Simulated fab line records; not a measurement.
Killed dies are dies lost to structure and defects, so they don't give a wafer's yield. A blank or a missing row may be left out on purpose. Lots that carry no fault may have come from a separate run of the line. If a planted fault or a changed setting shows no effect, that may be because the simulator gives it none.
Which tool did it? + flow berkeley-cmos170 + 15 lots (45 wafers sampled), 1 step of a 331-step route

## WHAT EACH GAUGE READ, for each wafer
UCB170_FIELD_THK_MEAS_90.
| lot  | measured     | on            | FIELD_OXIDE_LEFT_1_THK (nm) |
|------|--------------|---------------|-----------------------------|
| L960 | day 5 23:28  | film-metro-02 | 453 451 448                 |
| L958 | day 5 23:29  | film-metro-04 | 424 424 424                 |
| L959 | day 5 23:32  | film-metro-03 | 447 442 439                 |
| L965 | day 7 08:25  | film-metro-03 | 427 426 423                 |
| L964 | day 7 08:29  | film-metro-03 | 426 424 427                 |
| L966 | day 7 16:49  | film-metro-02 | 439 431 429                 |
| L967 | day 7 16:50  | film-metro-03 | 430 418 425                 |
| L969 | day 8 00:45  | film-metro-04 | 436 428 434                 |
| L972 | day 8 15:10  | film-metro-02 | 441 440 438                 |
| L974 | day 9 05:08  | film-metro-03 | 448 439 437                 |
| L975 | day 9 16:35  | film-metro-02 | 421 434 422                 |
| L976 | day 9 16:35  | film-metro-03 | 418 431 429                 |
| L980 | day 10 08:46 | film-metro-04 | 442 438 443                 |
| L979 | day 10 08:47 | film-metro-03 | 422 431 416                 |
| L978 | day 10 11:29 | film-metro-04 | 427 433 421                 |

## WHAT TOOL EACH LOT RAN ON (gives the tool, then ch and the chambers of the sampled wafers, and finally the start)
Before these readings, the record contains no process step.

## WHAT THE TOOLS THEMSELVES READ (means of the sampled wafers that have a number; where no wafer has one, the mark that the record gives instead)
The record holds no such reading with a usual standard deviation.

## THE ANSWER, worked out from the rows above alone
Rule: the usual values come from the lots themselves. The widest of any qualifying gaps counts: lots, ordered by their means at a reading, are off when they make up no more than a third of the lots, leave a main group of 4 or more, and stand apart from it by 3 or more times the standard deviation of that group's means. The tables above print the reading to a certain number of digits; a main group whose means all agree to those digits is not used. A lot without any number at a reading at which 4 lots or more have one is off too. Where the step has rows for the other lots, those lots are counted as sound. The gauges are gone through in route order, then the tools' own readings, and for those a lot's mean is taken as printed above. At the first step where some lot is off, the reading lying furthest off is the one used; lots without a number count as furthest.
None of the lots is off at any reading shown; this tells nothing.

## WHAT WAS PUT IN BY THE SIMULATOR
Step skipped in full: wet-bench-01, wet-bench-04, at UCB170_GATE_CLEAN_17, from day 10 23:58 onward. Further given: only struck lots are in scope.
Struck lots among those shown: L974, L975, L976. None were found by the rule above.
